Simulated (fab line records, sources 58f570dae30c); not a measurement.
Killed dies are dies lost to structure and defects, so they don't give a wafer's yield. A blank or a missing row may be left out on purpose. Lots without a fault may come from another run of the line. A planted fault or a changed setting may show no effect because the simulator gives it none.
A struck lot beside a sound one | flow berkeley_cmos170 | 20 steps out of a route of 331
Sound: wafers L285.2, L285.4, L285.6. Struck: wafers L292.1, L292.5, L292.6. The cause comes at the end.
At each step with rows: each side's tool, then ch and its chambers, then its first start. Under that, the readings that differ: sound wafers | struck wafers | difference of the means | sigmas: that difference in standard deviations of wafers without a fault.
alike: readings whose means differ by less than 2 such deviations, and words and numbers that are the same on both sides. not compared: withheld readings, readings that some wafer has no value for, bounds like >300 that may hide the same value, and numbers for which the record gives no deviation and whose values overlap.
The two part at a step that has a row with sigmas, a row that says differs or no value, or rows on one side only. Numbers that don't overlap but have no deviation are shown without sigmas and don't part them. A reading that every wafer of one side lacks parts them only if that side has two wafers or more.

first, 1 step without rows for these wafers: UCB170_CONTACT_CVD_01 (deposits PSG from SiH4/O2/PH3, target thk 700 nm, time 2820 s).
UCB170_CONTACT_THK_MEAS_02:
  sound on film_metro-01, day 7 22:55; struck on film_metro-02, day 10 11:29
  alike: CONTACT_PSG_THK
then, 3 steps without rows for these wafers: UCB170_CONTACT_HMDS_03 (prime time 60 s); UCB170_CONTACT_COAT_04 (resist thk 900 nm); UCB170_CONTACT_SOFTBAKE_05 (time 60 s).
UCB170_CONTACT_STRIP_06: strips in O2.
  sound on plasma_asher-02 ch 0,1, day 7 23:32; struck on plasma_asher-01 ch 0,1, day 10 12:13
  alike: chamber_pressure_mTorr, drypump_motor_current_A, oes_product_au, strip_time_to_endpoint_s
  not compared: rf_hours_counter_h
then, 1 step without rows for these wafers: UCB170_CONTACT_CLEAN_07 (cleans in SPM, time 600 s).
UCB170_CONTACT_RTA_08: time 10 s.
  sound on rtp_anneal-01 ch 0, day 8 01:00; struck on rtp_anneal-02 ch 0, day 10 12:29
  alike: lamp_power_pct, wafer_temp_C_max
then, 4 steps without rows for these wafers: UCB170_CONTACT_COAT_09; UCB170_CONTACT_COAT_10 (resist thk 900 nm); UCB170_CONTACT_SOFTBAKE_11 (time 60 s); UCB170_CONTACT_EXPOSE_12 (exposes mask CONT, target cd 700 nm).
UCB170_CONTACT_PEB_13:
  sound on litho_track-04 ch 0, day 8 02:04; struck on litho_track-04 ch 0, day 10 13:30
  reading                  | sound                | struck               | difference | sigmas
  heater_power_total_W (W) | 56.82 56.80 56.87    | 57.85 57.88 57.86    | +1.03      | +22
  plate_temp_C (C)         | 129.95 129.81 129.89 | 132.02 132.05 132.00 | +2.14      | +16
  alike: resist_line_temp_C
then, 1 step without rows for these wafers: UCB170_CONTACT_DEVELOP_14 (develop time 45 s).
UCB170_CONTACT_CD_MEAS_15: target cd 700 nm.
  sound on cd_sem-01, day 8 02:24; struck on cd_sem-01, day 10 13:47
  reading    | sound             | struck            | difference | sigmas
  cd_nm (nm) | 699.7 701.6 702.1 | 710.3 709.1 709.5 | +8.5       | +7
UCB170_CONTACT_OVL_MEAS_16:
  sound on overlay-02, day 8 02:30; struck on overlay-02, day 10 13:54
  alike: CONTACT_OVL
UCB170_CONTACT_ETCH_17: etches BARC in N2/H2.
  sound on rie_diel-04 ch 0,1,3, day 8 02:32; struck on rie_diel-04 ch 0,3, day 10 13:56
  reading                  | sound             | struck            | difference | sigmas
  model.CONTACT.cd_nm (nm) | 700.6 701.1 701.5 | 710.4 709.7 709.4 | +8.8       |
  alike: chamber_pressure_mTorr, drypump_motor_current_A, oes_product_au, throttle_valve_pct
UCB170_CONTACT_ETCH_18: etches PSG in CHF3/CF4/Ar, stops on TiSi2, target depth 840 nm, time 195 s.
  sound on rie_diel-04 ch 0,1,3; struck on rie_diel-04 ch 0,3
  reading                  | sound             | struck            | difference | sigmas
  model.CONTACT.cd_nm (nm) | 700.6 700.9 701.4 | 710.9 709.9 710.2 | +9.4       |
  alike: CHF3_flow_sccm, chamber_pressure_mTorr, drypump_motor_current_A, oes_product_au, throttle_valve_pct
  not compared: rf_hours_counter_h
UCB170_CONTACT_STRIP_19: strips in O2.
  sound on plasma_asher-02 ch 0,1, day 8 02:42; struck on plasma_asher-04 ch 0,1, day 10 14:06
  alike: chamber_pressure_mTorr, drypump_motor_current_A, oes_product_au
  not compared: rf_hours_counter_h
UCB170_M3_PROBE_99:
  the record has rows for the struck wafers here (prober-02, day 11 10:07) and none for the sound ones

WHERE THEY PART
First at UCB170_CONTACT_PEB_13; last, within this record, at UCB170_M3_PROBE_99.

WHY: what the simulator had put in
Process parameter drift: litho_track-04, from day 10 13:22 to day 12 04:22, at UCB170_CONTACT_PEB_13. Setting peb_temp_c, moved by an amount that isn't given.
